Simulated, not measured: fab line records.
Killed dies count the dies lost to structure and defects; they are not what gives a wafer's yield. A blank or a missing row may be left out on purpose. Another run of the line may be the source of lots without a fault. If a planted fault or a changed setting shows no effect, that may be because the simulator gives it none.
8D (eight disciplines) problem report, filled in by code | flow ritCmos | the parts of the form that need people (team, actions taken, sign-off) are left out

== 1. THE ISSUE ==
Across 6 wafers from 2 lots, FOX1_OXIDE_THK at RIT_FOX1_THK_MEAS_01 averages 437 nm, while fault-free wafers read 352 nm with a standard deviation of 7.4. That puts it +11 standard deviations away from the usual mean.
Seen first at day 4 06:11 on filmMetro-03, wafer L938.2. The record has a number at this step for 42 wafers belonging to 14 lots. Rule for "out", or "out of limits": more than 4 standard deviations from the usual mean. Any other wafer with a number is counted as sound.

== 2. WHAT IT IS AND WHAT IT IS NOT ==
question                    | is                         | is not
which readings at this step | FOX1_OXIDE_THK             | -
which lots                  | L938, L939                 | L926, L927, L928, L929, L930, L931, L934, L942, L943, L945, L948, L949
which wafers of those lots  | all that have a number     | -
read on which gauges        | filmMetro-02, filmMetro-03 | filmMetro-04
when                        | from day 4 06:11           | up to then (21 sound wafers); but 15 sound wafers of L942, L943, L945, L948, L949 came after

== 3. WHAT RULES OUT EACH SUSPECT ==
Counting: a tool at any process step up to the reading remains a suspect when it ran all the lots that are out and ran no sound lot after the first of those.
- the gauge at RIT_FOX1_THK_MEAS_01 is ruled out. 2 gauges (filmMetro-02, filmMetro-03) read the wafers that are out.
- furnace-04 at RIT_FOX1_OXIDATION_00 (target thk 350.7 nm, ox time 1130 s): kept. It processed each lot that is out, first L938 at day 4 04:52, and no sound lot thereafter; up to then, the last sound lot it processed was L934 at day 3 07:40.
The count leaves furnace-04 at RIT_FOX1_OXIDATION_00.

== 4. THE CAUSE (what the simulator had put in) ==
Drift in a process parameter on furnace-04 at RIT_FOX1_OXIDATION_00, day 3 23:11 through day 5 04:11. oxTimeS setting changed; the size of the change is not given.
The count eliminated every tool but this one.

== 5. THE EFFECT CHAIN, in route order ==
Each row: a reading whose mean over the struck wafers that have a number lies more than 3 standard deviations from the usual. Scope: only readings with a usual standard deviation given in the record; hours: median across lots of the time from each lot's start at the first step in this table that gives one to its start at this step; sigmas: change in usual standard deviations.
hours | step                 | reading        | usual  | on struck wafers | change | sigmas
0     | RIT_FOX1_THK_MEAS_01 | FOX1_OXIDE_THK | 352 nm | 437              | +85    | +11
Later measuring or inspecting steps at which every struck wafer that the step has a row for has a number for every such reading, and none has moved that far: RIT_CONTACT_OVL_MEAS_09, RIT_M1_OVL_MEAS_10.

== 6. WHAT WOULD HAVE CAUGHT IT SOONER ==
7 hours passed between the start of the fault at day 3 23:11 and the first reading out of limits at a measuring or inspecting step in this record, taken at day 4 06:11.
No tool reading at RIT_FOX1_OXIDATION_00 that has a usual standard deviation in the record was out on any struck wafer, so an alarm limit of 4 standard deviations on those readings would not have fired.
Of the lots that are out (2), L939 began RIT_FOX1_OXIDATION_00 on furnace-04 after day 4 06:11. Had the tool been put on hold then, it would have been spared.
